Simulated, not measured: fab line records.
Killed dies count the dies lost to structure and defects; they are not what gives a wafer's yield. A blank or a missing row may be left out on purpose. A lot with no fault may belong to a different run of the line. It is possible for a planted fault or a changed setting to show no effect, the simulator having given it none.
A struck lot beside a sound one + flow berkeley cmos170 + 14 out of 331 route steps
Sound: wafers L676.4, L676.5, L676.6. The struck wafers were L682.2, L682.3, L682.5. Last of all comes the cause.
Per side, at each step with rows, come the tool, then ch with its chambers, and then its first start. Under that, the readings that differ: sound wafers + struck wafers + difference of the means + sigmas: that difference in standard deviations of wafers without a fault.
alike: readings whose means differ by less than 2 such deviations, and words and numbers that are the same on both sides. not compared: withheld readings, readings that some wafer has no value for, bounds like >300 that may hide the same value, and numbers for which the record gives no deviation and whose values overlap.
Wherever a step has rows on one side only, a row that says differs or no value, or a row with sigmas, the two part there. When numbers do not overlap yet have no deviation, they are printed without sigmas and do not part them. Lack of a reading on every wafer of one side parts them only where that side has two or more wafers.

UCB170_GATE_THK_MEAS_02:
  struck on film metro-04, day 8 06:02; sound on film metro-02, day 6 08:11
  alike: GATE_OXIDE_THK
then, 2 steps without rows for these wafers: UCB170_GATE_ANNEAL_03 (time 1800 s); UCB170_GATE_CVD_04 (deposits poly-Si from SiH4, time 1440 s, target thk 214 nm).
UCB170_GATE_THK_MEAS_05:
  struck on film metro-02, day 8 15:50; sound on film metro-02, day 6 13:17
  alike: GATE_POLY_THK
then, 6 steps without rows for these wafers: UCB170_GATE_COAT_06; UCB170_GATE_COAT_07 (resist thk 900 nm); UCB170_GATE_SOFTBAKE_08 (time 60 s); UCB170_GATE_EXPOSE_09 (exposes mask POLY, target cd 350 nm); UCB170_GATE_PEB_10; UCB170_GATE_DEVELOP_11 (develop time 45 s).
UCB170_GATE_CD_MEAS_12: the cd target is 350 nm.
  struck on cd sem-02, day 8 17:32; sound on cd sem-02, day 6 15:00
  alike: cd nm
UCB170_GATE_OVL_MEAS_13:
  struck on overlay-01, day 8 17:38; sound on overlay-02, day 6 15:05
| reading       | sound | struck    | difference | sigmas |
|---------------|-------|-----------|------------|--------|
| GATE_OVL (nm) | 7 7 6 | -11 -6 -3 | -13        | -3     |
UCB170_GATE_ETCH_14: etches BARC in N2/H2.
  sound on rie diel-04 ch 1,2,3, day 6 15:05; struck on rie diel-03 ch 0,1,3, day 8 17:40
| reading               | sound             | struck            | difference | sigmas |
|-----------------------|-------------------|-------------------|------------|--------|
| oes product au (a.u.) | 1.017 0.981 1.048 | 0.902 0.874 0.894 | -0.125     | -7     |
  alike: bias w, drypump motor current A, throttle valve pct
UCB170_GATE_ETCH_15: etches poly-Si in HBr/Cl2, stops on SiO2, time 56.3 s, target depth 278.2 nm.
  sound on rie si-01 ch 0,1, day 6 15:08; struck on rie si-01 ch 1,2,3, day 8 17:43
  alike: HBr_flow_sccm, bias w, drypump motor current A, oes product au, throttle valve pct
  not compared: rf hours counter h

## WHERE THEY PART
Last at UCB170_GATE_ETCH_14 as far as this record goes, first at UCB170_GATE_OVL_MEAS_13. Later steps at which nothing parts them and some readings are alike: UCB170_GATE_ETCH_15.

WHY: the cause the simulator had injected
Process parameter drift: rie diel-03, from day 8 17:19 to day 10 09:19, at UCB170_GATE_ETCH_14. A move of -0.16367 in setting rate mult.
